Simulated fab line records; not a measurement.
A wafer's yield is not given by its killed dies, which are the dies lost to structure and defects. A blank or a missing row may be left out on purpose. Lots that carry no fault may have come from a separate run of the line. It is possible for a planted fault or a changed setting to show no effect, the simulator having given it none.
The tool behind it: which one?	flow ritCmos	42 wafers from 14 lots sampled at 4 of the route's 202 steps

## WHAT THE GAUGES SHOWED, per wafer
RIT_PSD_TW_MEAS_10.
lot	measured	on	PSD_TW
L471	day 3 04:23	filmMetro-04	3462 3485 3494
L472	day 3 11:13	filmMetro-02	3445 3474 3456
L473	day 3 13:48	filmMetro-02	3481 3471 3455
L474	day 3 17:11	filmMetro-04	3498 3526 3497
L475	day 4 01:13	filmMetro-04	3489 3484 3499
L476	day 4 07:34	filmMetro-03	3451 3486 3453
L477	day 4 11:29	filmMetro-03	3462 3473 3460
L483	day 5 20:02	filmMetro-03	3389 3414 3391
L484	day 5 22:40	filmMetro-03	3375 3391 3383
L485	day 6 00:22	filmMetro-02	3518 3479 3492
L487	day 6 16:19	filmMetro-04	3530 3525 3494
L488	day 6 20:20	filmMetro-03	3479 3478 3453
L489	day 6 22:52	filmMetro-03	3474 3499 3466
L490	day 7 00:58	filmMetro-04	3471 3494 3478

RIT_SDANNEAL_RS_MEAS_04: measurement is done with a four-point probe.
lot	measured	on	PSD_RS (ohm/sq)
L471	day 3 04:53	filmMetro-03	116.0 115.6 116.0
L472	day 3 11:41	filmMetro-04	116.6 116.9 116.3
L473	day 3 14:17	filmMetro-02	115.8 115.8 115.6
L474	day 3 17:45	filmMetro-03	116.0 116.0 116.0
L475	day 4 01:44	filmMetro-04	115.9 115.8 116.3
L476	day 4 08:04	filmMetro-04	116.1 115.8 115.8
L477	day 4 12:00	filmMetro-04	116.6 116.5 116.2
L483	day 5 20:32	filmMetro-02	118.9 118.8 118.7
L484	day 5 23:11	filmMetro-03	119.3 119.1 118.9
L485	day 6 00:51	filmMetro-03	115.9 115.9 115.8
L487	day 6 16:49	filmMetro-02	115.8 115.9 116.0
L488	day 6 20:52	filmMetro-02	115.8 116.2 116.0
L489	day 6 23:21	filmMetro-04	116.0 115.7 116.0
L490	day 7 01:31	filmMetro-03	116.4 116.5 117.0

## WHICH TOOL RAN EACH LOT (tool, then ch and the chambers of the sampled wafers, then the start)
lot	RIT_PLDD_STRIP_09	RIT_PSD_IMPLANT_08
L471	plasmaAsher-04 ch 0,1, day 2 22:03	implanter-04 ch 0, day 3 04:05
L472	plasmaAsher-04 ch 0,1, day 3 05:35	implanter-03 ch 0, day 3 10:53
L473	plasmaAsher-02 ch 0,1, day 3 08:17	implanter-02 ch 0, day 3 13:29
L474	plasmaAsher-04 ch 0, day 3 11:19	implanter-02 ch 0, day 3 16:52
L475	plasmaAsher-02 ch 1, day 3 19:27	implanter-02 ch 0, day 4 00:55
L476	plasmaAsher-04 ch 0,1, day 4 01:54	implanter-04 ch 0, day 4 07:15
L477	plasmaAsher-02 ch 0,1, day 4 05:38	implanter-04 ch 0, day 4 11:10
L483	plasmaAsher-01 ch 0,1, day 5 14:22	implanter-04 ch 0, day 5 19:43
L484	plasmaAsher-01 ch 0, day 5 17:09	implanter-04 ch 0, day 5 22:22
L485	plasmaAsher-01 ch 0,1, day 5 17:46	implanter-02 ch 0, day 6 00:02
L487	plasmaAsher-02 ch 0, day 6 09:41	implanter-02 ch 0, day 6 16:01
L488	plasmaAsher-02 ch 0,1, day 6 14:41	implanter-02 ch 0, day 6 20:02
L489	plasmaAsher-04 ch 0,1, day 6 17:19	implanter-02 ch 0, day 6 22:32
L490	plasmaAsher-01 ch 0,1, day 6 19:03	implanter-02 ch 0, day 7 00:41
- RIT_PLDD_STRIP_09: strips in O2, time 180 s.
- RIT_PSD_IMPLANT_08

## AS READ BY THE TOOLS THEMSELVES (means over the sampled wafers that have a number; for cases with no such wafer, the mark the record gives instead)
RIT_PLDD_STRIP_09.
lot	tool	drypumpMotorCurrentA (A)	o2FlowSccm (sccm)
L471	plasmaAsher-04	5.9	3990
L472	plasmaAsher-04	5.9	3988
L473	plasmaAsher-02	5.7	3996
L474	plasmaAsher-04	6.0	4012
L475	plasmaAsher-02	5.8	3987
L476	plasmaAsher-04	5.9	3992
L477	plasmaAsher-02	5.8	4005
L483	plasmaAsher-01	6.0	4009
L484	plasmaAsher-01	5.2	3999
L485	plasmaAsher-01	5.6	3990
L487	plasmaAsher-02	5.7	3998
L488	plasmaAsher-02	5.7	4003
L489	plasmaAsher-04	5.9	4014
L490	plasmaAsher-01	6.1	4009

## THE ANSWER, worked out from the rows above alone
Rule: what is usual is taken from the lots themselves. Put in order of their means at a reading, lots are off if they are a third of the lots or fewer, leave a main group of 4 or more, and stand apart from it by a gap of 3 or more times the standard deviation of the main group's means; of several such gaps the widest counts. The tables above print the reading to a certain number of digits; a main group whose means all agree to those digits is not used. A lot without any number at a reading at which 4 lots or more have one is off too. All remaining lots with rows at the step are treated as sound. The gauges are gone through in route order, then the tools' own readings, and for those a lot's mean is taken as printed above. The first step at which some lot is off is used, and at that step the reading that is off furthest; a lot without a number counts as furthest.
Off: L483, L484, at RIT_PSD_TW_MEAS_10 (PSD_TW). The main group: mean 3481, standard deviation 17.
A tool fits if, at a process step before that reading, it ran every lot that is off, and no sound lot after the first of them. Those tools and the gauges at RIT_PSD_TW_MEAS_10 are tried in the same way. One fits: RIT_PSD_IMPLANT_08 on implanter-04. Its last sound lot is L477 (day 4 11:10), its first lot that is off L483 (day 5 19:43): a fault that began between those two fits.

## WHAT HAD BEEN PUT IN BY THE SIMULATOR
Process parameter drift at RIT_PSD_IMPLANT_08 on implanter-04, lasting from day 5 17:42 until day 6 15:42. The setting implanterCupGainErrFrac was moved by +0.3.
Struck lots among those shown: L483, L484. Same finding as the rule above.
